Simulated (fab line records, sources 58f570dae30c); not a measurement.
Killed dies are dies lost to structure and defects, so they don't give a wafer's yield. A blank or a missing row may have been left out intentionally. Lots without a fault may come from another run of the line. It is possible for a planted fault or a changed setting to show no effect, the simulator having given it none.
8D (eight disciplines) problem report, filled in by code ; flow berkeley cmos170 ; the parts of the form that need people (team, actions taken, sign-off) are left out

== 1. THE ISSUE ==
UCB170_M3_CD_MEAS_15, cd nm: mean 694.0 nm on 3 wafers (1 lot); fault-free wafers 700.0 nm, standard deviation 1.3. That is -4.6 standard deviations from the usual mean.
The step: target cd 700 nm.
First seen on wafer L878.1, day 10 23:55, on cd sem-01. The record has a number at this step for 39 wafers belonging to 13 lots. The rule behind "out" and "out of limits": a value lying over 4 standard deviations away from the usual mean. Any other wafer with a number is counted as sound.

== 2. WHAT IT IS, WHAT IT ISN'T ==
question;is;is not
which readings at this step;cd nm;-
which lots;L878;L863, L864, L865, L866, L867, L869, L870, L871, L879, L880, L884, L885
which wafers of those lots;all that have a number;-
read on which gauges;cd sem-01;cd sem-02
when;from day 10 23:55;"up to then (24 sound wafers); but 12 sound wafers of L879, L880, L884, L885 came after"

== 3. SUSPECTS, AND WHAT RULES EACH OUT ==
Counting: a tool stays on the suspect list if, at a process step up to the reading, it processed all lots that are out and no sound lot following the first of them.
- the gauge at UCB170_M3_CD_MEAS_15: ruled out. All the wafers that are out were read on cd sem-01, but those of them that UCB170_M3_EXPOSE_12 has rows for are out there too, on other tools.
- krf scanner-01 at UCB170_M3_EXPOSE_12 (exposes mask METAL3, target cd 700 nm): kept. It ran the lot that is out, L878 (day 10 23:19), and no sound lot after that; its last sound lot up to then is L866 (day 8 18:37). Its own readings are out on those wafers: exposure dose mJ cm2.
Left after counting: krf scanner-01 at UCB170_M3_EXPOSE_12.

== 4. THE CAUSE (what the simulator had put in) ==
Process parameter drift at UCB170_M3_EXPOSE_12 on krf scanner-01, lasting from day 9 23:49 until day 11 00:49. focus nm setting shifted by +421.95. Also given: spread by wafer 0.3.
This tool alone remained once counting was done.

== 5. THE CHAIN OF EFFECTS, in route order ==
Each row: a reading where the mean over the struck wafers with a number is more than 3 standard deviations away from the usual. Readings are gone through only where the record gives a usual standard deviation; hours: the median, over the lots, of the time from a lot's start at the first step in this table giving one to that lot's start at this step; sigmas: the change measured in usual standard deviations.
hours;step;reading;usual;on struck wafers;change;sigmas
0;UCB170_M3_EXPOSE_12;exposure dose mJ cm2;26.44;26.22;-0.22;-5.0
1;UCB170_M3_CD_MEAS_15;cd nm;700.0 nm;694.0;-6.0;-4.6
Process steps it contains:
- UCB170_M3_EXPOSE_12: exposes mask METAL3, target cd 700 nm.

== 6. HOW IT WOULD HAVE BEEN CAUGHT EARLIER ==
24 hours passed between the start of the fault at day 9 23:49 and the first reading out of limits at a measuring or inspecting step in this record, taken at day 10 23:55.
At UCB170_M3_EXPOSE_12, the tool's own readings (exposure dose mJ cm2) were out on each struck wafer the step has a row for, so an alarm limit on them would have fired on the first such wafer.
By day 10 23:55, every lot that is out (1) had started UCB170_M3_EXPOSE_12 on krf scanner-01. A hold on the tool at that time would have spared none of them.
